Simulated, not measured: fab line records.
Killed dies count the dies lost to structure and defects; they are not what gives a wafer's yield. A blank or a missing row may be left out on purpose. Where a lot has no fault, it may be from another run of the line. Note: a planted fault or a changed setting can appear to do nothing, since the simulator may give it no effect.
fab line records | flow rit_cmos
record: lots: 13 wafers: 39 last_day: 7
route steps=202 shown NLDD@111
lots that met no fault: taken from a fault-free run of the same line
start_h: the number of hours between the record's first day and the start of the first shown wafer of the lot | wait_h: time in hours since the lot's previous step | " identical to the entry in the row above | L1.1+2: a row that stands for several wafers | - value missing, or start not given | * or withheld: withheld | < > ~ a bound
route shown NAME@n: a module of which the file shows steps, and the number in the route of the first | usual: mean and standard deviation over wafers with no fault | same: alike in all rows | chamber/n: place in a boat | sites: the reading at each site | _std_site: the values' standard deviation | _edge_site: inner sites' mean taken away from outer sites' mean | radius_mm: how far each site lies from the wafer's centre | mask NAME#n: copy n | behind: the last tool/chamber to shape the wafer | hold: reason for holding the lot/hours on hold/outcome of the hold | device: whichever transistor did not switch (one of n, p or np) | end of line: tests run on the same wafers once the route is complete | step lacking rows: just its recipe | killed: count of dies lost to structure and defects at first sort (not the wafer's yield) | map: the dies of a wafer, with x for killed, . for not killed, _ for no die there
set.NAME: the setting that was run; set.NAME@STEP: the one run at that earlier step | model.NAME: the simulator's own value behind a step, which no gauge read
a sample of lots followed through the steps of the route, with each step as a table and each wafer as a row
services: a tool's chamber out of use, with start hour (start_h, from the record's first day; less than 0 if before it), hours out, and reason
== steps ==
step: RIT_NLDD_IMPLANT_08
recipe: species: P energy_kev: 20 dose_cm2: 4.887e+14 tilt_deg: 7
columns lot.wafer tool chamber start_h wait_h
L189.2+3+5 implanter-01 0 41.59 0.1
L190.3+5+6 implanter-02 0 47.39 0.1
L191.1+4+6 implanter-04 0 51.03 0.1
L192.1+5+6 implanter-01 0 56.56 0.1
L193.4+5+6 implanter-04 0 61.00 0.1
L194.1+2+4 implanter-01 0 66.01 0.1
L195.1+2+3 implanter-01 0 72.43 0.1
L202.1+5+6 implanter-04 0 107.57 0.1
L203.1+4+6 implanter-04 0 111.72 0.1
L204.3+4+5 implanter-04 0 116.14 0.1
L206.3+4+6 implanter-01 0 128.12 0.1
L210.1+3+6 implanter-02 0 147.19 0.1
L212.3+4+6 implanter-01 0 161.02 0.1
step: RIT_SDANNEAL_RS_MEAS_07
recipe: thk_meas_gauge: four-point-probe
usual: NLDD_RS: 154.6/0.69
columns lot.wafer tool chamber start_h wait_h NLDD_RS[ohm/sq]
L189.2 film_metro-03 - 49.82 0.1 155.1
L189.3 " - " " 155.5
L189.5 " - " " 155.3
L190.3 film_metro-04 - 55.63 0.1 156.1
L190.5 " - " " 155.6
L190.6 " - " " 155.2
L191.1 film_metro-04 - 59.41 0.1 153.9
L191.4 " - " " 153.6
L191.6 " - " " 154.3
L192.1 film_metro-02 - 64.79 0.1 154.4
L192.5 " - " " 154.2
L192.6 " - " " 154.1
L193.4 film_metro-04 - 69.08 0.1 154.9
L193.5 " - " " 155.0
L193.6 " - " " 154.7
L194.1 film_metro-02 - 75.31 0.1 155.4
L194.2 " - " " 155.0
L194.4 " - " " 155.3
L195.1 film_metro-04 - 80.94 0.1 154.1
L195.2 " - " " 154.6
L195.3 " - " " 154.0
L202.1 film_metro-04 - 115.94 0.1 -
L202.5 " - " " -
L202.6 " - " " -
L203.1 film_metro-02 - 119.74 0.1 -
L203.4 " - " " -
L203.6 " - " " -
L204.3 film_metro-02 - 124.38 0.1 -
L204.4 " - " " -
L204.5 " - " " -
L206.3 film_metro-02 - 136.18 0.1 154.6
L206.4 " - " " 154.1
L206.6 " - " " 154.3
L210.1 film_metro-03 - 155.38 0.1 154.4
L210.3 " - " " 154.4
L210.6 " - " " 154.3
L212.3 film_metro-03 - 169.75 0.1 154.4
L212.4 " - " " 154.0
L212.6 " - " " 154.7
== services ==
columns tool chamber start_h hours kind
implanter-02 - 58.08 7.7 repair
implanter-01 - 77.66 3.2 repair
implanter-04 - 91.54 2.0 repair
implanter-01 - 92.37 6.4 repair
implanter-01 - 132.05 5.8 repair
implanter-01 - 137.83 3.9 pm
== key ==
first_sign: step: RIT_SDANNEAL_RS_MEAS_07 reading: NLDD_RS direction: missing
effect none on later readings
met_at RIT_NLDD_IMPLANT_08
struck_lots L202,L203,L204
tester_left_out L202,L203,L204
onset_between 61.00 107.57
fault: kind: process_parameter_drift tool: implanter-04 chamber: - onset_h: 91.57 steps: RIT_NLDD_IMPLANT_08 channel: tilt_deg offset: -4 spread_by_wafer: 0.3 shape: step end_h: 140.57 acts_in: these_recipes_only stated: 7
tester_left_out: of these lots the tester's yield and bins aren't shown, on N5 and GAA mostly nor the transistor test; their killed dies are dies lost to structure and defects alone, not to doping, threshold or leakage, so they don't give the yield
